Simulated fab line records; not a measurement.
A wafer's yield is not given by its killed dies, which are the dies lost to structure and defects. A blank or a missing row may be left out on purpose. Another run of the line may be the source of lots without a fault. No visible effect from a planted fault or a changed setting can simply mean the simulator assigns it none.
Which tool was responsible? | flow berkeley cmos170 | Sampling: 7 lots, 21 wafers, 3 of 331 route steps

== WHAT THE GAUGES READ, wafer by wafer ==
UCB170_NLDD_TW_MEAS_11.
lot  | measured     | on            | NLDD_TW
L791 | day 7 02:57  | film metro-01 | 2213 2213 2203
L790 | day 7 03:56  | film metro-03 | 2203 2211 2209
L797 | day 8 02:59  | film metro-03 | 2208 2198 2203
L795 | day 8 03:28  | film metro-03 | 2212 2203 2216
L803 | day 9 16:25  | film metro-04 | 2328 2344 2336 2326 2324 2342
L807 | day 10 12:16 | film metro-04 | 2196 2199 2195
L808 | day 10 21:46 | film metro-04 | 2190 2188 2196

== TOOL THAT RAN EACH LOT (tool first, then ch and the chambers of the sampled wafers, then the start) ==
lot  | UCB170_GATE_ETCH_15              | UCB170_NLDD_IMPLANT_09
L791 | rie si-01 ch 1,2,3, day 6 22:40  | implanter-02 ch 0, day 7 02:42
L790 | rie si-01 ch 0,1,2, day 6 23:12  | implanter-04 ch 0, day 7 03:43
L797 | rie si-02 ch 0,1,2, day 7 22:58  | implanter-04 ch 0, day 8 02:46
L795 | rie si-02 ch 0,2,3, day 7 23:14  | implanter-02 ch 0, day 8 03:13
L803 | rie si-02 ch 1,2, day 9 11:51    | implanter-04 ch 0, day 9 16:11
L807 | rie si-01 ch 0,1,2, day 10 08:25 | implanter-01 ch 0, day 10 12:01
L808 | rie si-01 ch 2,3, day 10 17:57   | implanter-02 ch 0, day 10 21:31
- UCB170_GATE_ETCH_15: etches poly-Si in HBr/Cl2, stops on SiO2, time 56.3 s, target depth 278.2 nm.
- UCB170_NLDD_IMPLANT_09

== THE ANSWER, worked out from the rows above alone ==
Rule: what is usual is taken from the lots themselves. Put in order of their means at a reading, lots are off if they are a third of the lots or fewer, leave a main group of 4 or more, and stand apart from it by a gap of 3 or more times the standard deviation of the main group's means; of several such gaps the widest counts. A main group is skipped when, at the precision printed for the reading in the tables above, its means are all equal. Also off: a lot with no number at a reading for which 4 or more lots have one. Where the step has rows for the other lots, those lots are counted as sound.
Off: L803, seen at UCB170_NLDD_TW_MEAS_11 (NLDD_TW). The main group has a mean of 2203 with a standard deviation of 7.
If a tool, at a process step before that reading, ran all the lots that are off and no sound lot after the first of them, it fits. Gauges at UCB170_NLDD_TW_MEAS_11: tried the same way as those tools. Undecided on this evidence; 2 tools fit (rie si-02 at UCB170_GATE_ETCH_15, implanter-04 at UCB170_NLDD_IMPLANT_09).

== WHAT WAS PUT IN BY THE SIMULATOR ==
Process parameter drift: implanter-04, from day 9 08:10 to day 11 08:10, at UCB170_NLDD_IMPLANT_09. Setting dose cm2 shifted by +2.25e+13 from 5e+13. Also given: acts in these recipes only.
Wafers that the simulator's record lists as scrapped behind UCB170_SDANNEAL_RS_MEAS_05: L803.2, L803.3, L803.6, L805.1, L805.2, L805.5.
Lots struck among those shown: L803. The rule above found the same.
